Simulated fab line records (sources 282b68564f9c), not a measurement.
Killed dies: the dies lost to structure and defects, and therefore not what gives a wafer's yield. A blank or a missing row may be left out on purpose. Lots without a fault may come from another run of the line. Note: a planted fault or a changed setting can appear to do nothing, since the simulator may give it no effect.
fab line records | flow ritCmos
[record] lots = 6 wafers = 18 lastDay = 7
route steps=202 shown NSD@135 PSD@142 SDANNEAL@153
lots that met no fault: taken from a fault-free run of the same line
startH: hours from the record's opening day to when the first of the lot's shown wafers began | waitH: how many hours have passed since the lot's step before this one | " repeats the value in the row above | L1.1+2: a row that stands for several wafers | - no value, or no start was given | * or withheld: withheld | < > ~ a bound
route shown NAME@n: NAME is a module with steps in the file, n the number in the route of the first one | usual: mean and standard deviation over wafers with no fault | same: alike in all rows | chamber/n: place in a boat | sites: per-site readings | _std_site: the standard deviation of these | _edge_site: outer sites' mean less inner sites' | radiusMm: for every site, how far away it sits from the centre of the wafer | mask NAME#n: copy n | behind: the most recent tool/chamber to have shaped the wafer | hold: why the lot went on hold/how many hours it stayed there/how the hold came to an end | device: the transistor (n, p or np) that didn't switch | end of line: the route-end tests of the same wafers | where a step has no rows: the recipe by itself | killed: at the first sort, the dies lost to defects and structure; wafer yield is something else | map: the dies of a wafer, with x for killed, . for not killed, _ for no die there
set.NAME: the run value of the setting; set.NAME@STEP: its run value at that earlier step | model.NAME: the simulator's own value behind a step, which no gauge read
lots at selected steps of the route; one table per step, one row per wafer
services: a tool's chamber out of use, with start hour (startH, from the record's first day; less than 0 if before it), hours out, and reason
[[steps]]
[step RIT_NSD_PEB_04]
[recipe] resist = NOVOLAK tempC = withheld timeS = withheld
[step RIT_NSD_DEVELOP_05]
[recipe] resist = NOVOLAK developTimeS = 50 devTempC = 23
[step RIT_NSD_OVL_MEAS_06]
[usual] NSD_OVL = 0.9/1.4
// columns lot.wafer tool chamber startH waitH NSD_OVL[nm]
L842.1 overlay-01 - 73.34 - 0.7
L842.2 " - " " 1.7
L842.5 " - " " 1.3
L846.1 overlay-02 - 97.08 - 0.4
L846.2 " - " " -0.5
L846.3 " - " " -2.1
L848.3 overlay-01 - 105.97 - -0.2
L848.4 " - " " 0.7
L848.6 " - " " 1.8
L849.3 overlay-02 - 108.92 - -1.2
L849.4 " - " " -1.2
L849.5 " - " " -3.7
L851.1 overlay-01 - 117.57 - 1.1
L851.2 " - " " -0.4
L851.4 " - " " 0.9
L858.1 overlay-02 - 152.97 - 0.8
L858.2 " - " " 0.6
L858.3 " - " " -1.8
[step RIT_NSD_HARDBAKE_07]
[recipe] resist = NOVOLAK tempC = 140 timeS = 60
[step RIT_NSD_IMPLANT_08]
[recipe] species = P energyKev = 25 doseCm2 = 1e+15 tiltDeg = 7
[step RIT_NSD_STRIP_09]
[recipe] chemistry = O2 timeS = 180 resist = NOVOLAK platenTempC = withheld powerW = 500 pressureMtorr = 4000 o2FlowSccm = 4000
[usual] drypumpMotorCurrentA = 5.5/0.46
// columns lot.wafer tool chamber startH waitH drypumpMotorCurrentA rfHoursCounterH
L842.1 plasmaAsher-02 0 73.67 0.1 5.9 40
L842.2 " 1 " " 4.9 40
L842.5 " 1 " " 4.9 -
L846.1 plasmaAsher-02 1 97.42 0.1 4.9 43
L846.2 " 0 " " 5.9 43
L846.3 " 1 " " 4.9 -
L848.3 plasmaAsher-01 0 106.35 0.1 6.0 -
L848.4 " 1 " " 5.6 -
L848.6 " 1 " " 5.6 -
L849.3 plasmaAsher-02 0 109.30 0.1 5.9 -
L849.4 " 1 " " 4.9 -
L849.5 " 1 " " 4.9 -
L851.1 plasmaAsher-02 1 117.91 0.1 4.9 46
L851.2 " 0 " " 5.9 46
L851.4 " 1 " " 4.9 -
L858.1 plasmaAsher-03 1 153.31 0.1 5.0 36
L858.2 " 0 " " 6.1 36
L858.3 " 0 " " 6.0 -
[step RIT_NSD_TW_MEAS_10]
[usual] NSD_TW = 3093/29
// columns lot.wafer tool chamber startH waitH NSD_TW
L842.1 filmMetro-03 - 73.85 0.1 3119
L842.2 " - " " 3119
L842.5 " - " " 3109
L846.1 filmMetro-02 - 97.60 0.1 3040
L846.2 " - " " 3052
L846.3 " - " " 3026
L848.3 filmMetro-03 - 106.49 0.1 3104
L848.4 " - " " 3095
L848.6 " - " " 3111
L849.3 filmMetro-02 - 109.44 0.1 3050
L849.4 " - " " 3026
L849.5 " - " " 3056
L851.1 filmMetro-04 - 118.08 0.1 3130
L851.2 " - " " 3113
L851.4 " - " " 3117
L858.1 filmMetro-03 - 153.48 0.1 3102
L858.2 " - " " 3095
L858.3 " - " " 3107
[step RIT_PSD_HMDS_00]
[recipe] primeTimeS = 60 primeTempC = 140
[step RIT_PSD_COAT_01]
[recipe] resist = NOVOLAK spinRpm = 3250 resistThkNm = 1000
[step RIT_PSD_SOFTBAKE_02]
[recipe] resist = NOVOLAK tempC = 90 timeS = 60
[step RIT_PSD_EXPOSE_03]
[recipe] maskId = M10 na = 0.57 targetCdNm = 40900 doseMj = 250
[step RIT_PSD_PEB_04]
[recipe] resist = NOVOLAK tempC = withheld timeS = withheld
[step RIT_PSD_DEVELOP_05]
[recipe] resist = NOVOLAK developTimeS = 50 devTempC = 23
// columns lot.wafer tool chamber startH waitH
L842.1+2+5 lithoTrack-04 0 74 -
L846.1+2+3 lithoTrack-01 0 98 -
L848.3+4+6 lithoTrack-01 0 107 -
L849.3+4+5 lithoTrack-04 0 110 -
L851.1+2+4 lithoTrack-01 0 118 -
L858.1+2+3 lithoTrack-04 0 154 -
[step RIT_PSD_OVL_MEAS_06]
[usual] PSD_OVL = 0.4/1.4
// columns lot.wafer tool chamber startH waitH PSD_OVL[nm]
L842.1 overlay-01 - 74.76 - -1.4
L842.2 " - " " -0.6
L842.5 " - " " 0.8
L846.1 overlay-01 - 98.51 - 0.0
L846.2 " - " " 0.2
L846.3 " - " " 3.1
L848.3 overlay-01 - 107.52 - 1.1
L848.4 " - " " 1.4
L848.6 " - " " 1.0
L849.3 overlay-01 - 110.67 - 1.1
L849.4 " - " " 2.3
L849.5 " - " " 3.2
L851.1 overlay-02 - 118.99 - 1.4
L851.2 " - " " 1.6
L851.4 " - " " 2.1
L858.1 overlay-02 - 154.39 - -1.1
L858.2 " - " " 0.4
L858.3 " - " " 0.4
[step RIT_PSD_HARDBAKE_07]
[recipe] resist = NOVOLAK tempC = 140 timeS = 60
[step RIT_PSD_IMPLANT_08]
[recipe] species = BF2 energyKev = 26.85 doseCm2 = 5e+15 tiltDeg = 7
[step RIT_PSD_STRIP_09]
[recipe] chemistry = O2 timeS = 180 resist = NOVOLAK platenTempC = withheld powerW = 500 pressureMtorr = 4000 o2FlowSccm = 4000
[usual] drypumpMotorCurrentA = 5.5/0.46
// columns lot.wafer tool chamber startH waitH drypumpMotorCurrentA rfHoursCounterH
L842.1 plasmaAsher-02 1 75.09 0.1 5.0 40
L842.2 " 0 " " 5.9 40
L842.5 " 1 " " 4.9 -
L846.1 plasmaAsher-04 0 98.85 0.1 5.6 47
L846.2 " 1 " " 5.3 47
L846.3 " 0 " " 5.6 -
L848.3 plasmaAsher-03 1 107.90 0.1 5.1 -
L848.4 " 0 " " 6.1 -
L848.6 " 1 " " 5.1 -
L849.3 plasmaAsher-02 1 111.05 0.1 4.9 -
L849.4 " 0 " " 5.8 -
L849.5 " 0 " " 5.9 -
L851.1 plasmaAsher-03 1 119.33 0.1 5.1 33
L851.2 " 0 " " 6.1 33
L851.4 " 0 " " 6.1 -
L858.1 plasmaAsher-02 0 154.73 0.1 5.9 50
L858.2 " 1 " " 4.9 50
L858.3 " 1 " " 4.9 -
[step RIT_PSD_TW_MEAS_10]
[usual] PSD_TW = 3403/28
// columns lot.wafer tool chamber startH waitH PSD_TW
L842.1 filmMetro-04 - 75.27 0.1 3410
L842.2 " - " " 3439
L842.5 " - " " 3432
L846.1 filmMetro-03 - 99.02 0.1 3412
L846.2 " - " " 3427
L846.3 " - " " 3420
L848.3 filmMetro-03 - 108.03 0.1 30
L848.4 " - " " 30
L848.6 " - " " 30
L849.3 filmMetro-04 - 111.19 0.1 3436
L849.4 " - " " 3429
L849.5 " - " " 3417
L851.1 filmMetro-03 - 119.50 0.1 30
L851.2 " - " " 30
L851.4 " - " " 30
L858.1 filmMetro-04 - 154.90 0.1 3386
L858.2 " - " " 3384
L858.3 " - " " 3376
[step RIT_SDANNEAL_CLEAN_00]
[recipe] chemistry = SC1 mix = 3:3:50 timeS = 600 tempC = 75
[[services]]
// columns tool chamber startH hours kind
plasmaAsher-04 - 108.75 9.0 pm
plasmaAsher-04 0 108.75 9.0 ventCycle
plasmaAsher-04 1 108.75 9.0 ventCycle
plasmaAsher-04 0 117.75 - clean
plasmaAsher-04 1 117.75 - clean
plasmaAsher-01 - 150.73 4.3 repair
[[key]]
[firstSign] step = RIT_PSD_TW_MEAS_10 reading = PSD_TW direction = down sigmas = 99+ usual = 3403 struck = 30
effect none on later readings
metAt RIT_PSD_DEVELOP_05
struckWafers L848.3,L848.4,L848.6,L851.1,L851.2,L851.4
sortLeftOut L848.3,L848.4,L848.6,L851.1,L851.2,L851.4
testerLeftOut L848,L851
onsetBetween 98 107
alsoFits RIT_PSD_STRIP_09:plasmaAsher-03
[fault] kind = processParameterDrift tool = lithoTrack-01 chamber = - onsetH = 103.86 steps = RIT_PSD_DEVELOP_05 channel = developTimeS offset = * shape = step endH = 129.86 actsIn = * stated = *
// testerLeftOut: of these lots the tester's yield and bins aren't shown, on N5 and GAA mostly nor the transistor test; their killed dies are dies lost to structure and defects alone, not to doping, threshold or leakage, so they don't give the yield
// sortLeftOut: the simulated sort isn't trusted on such a fault, so these wafers' sort isn't shown, and their yield isn't known
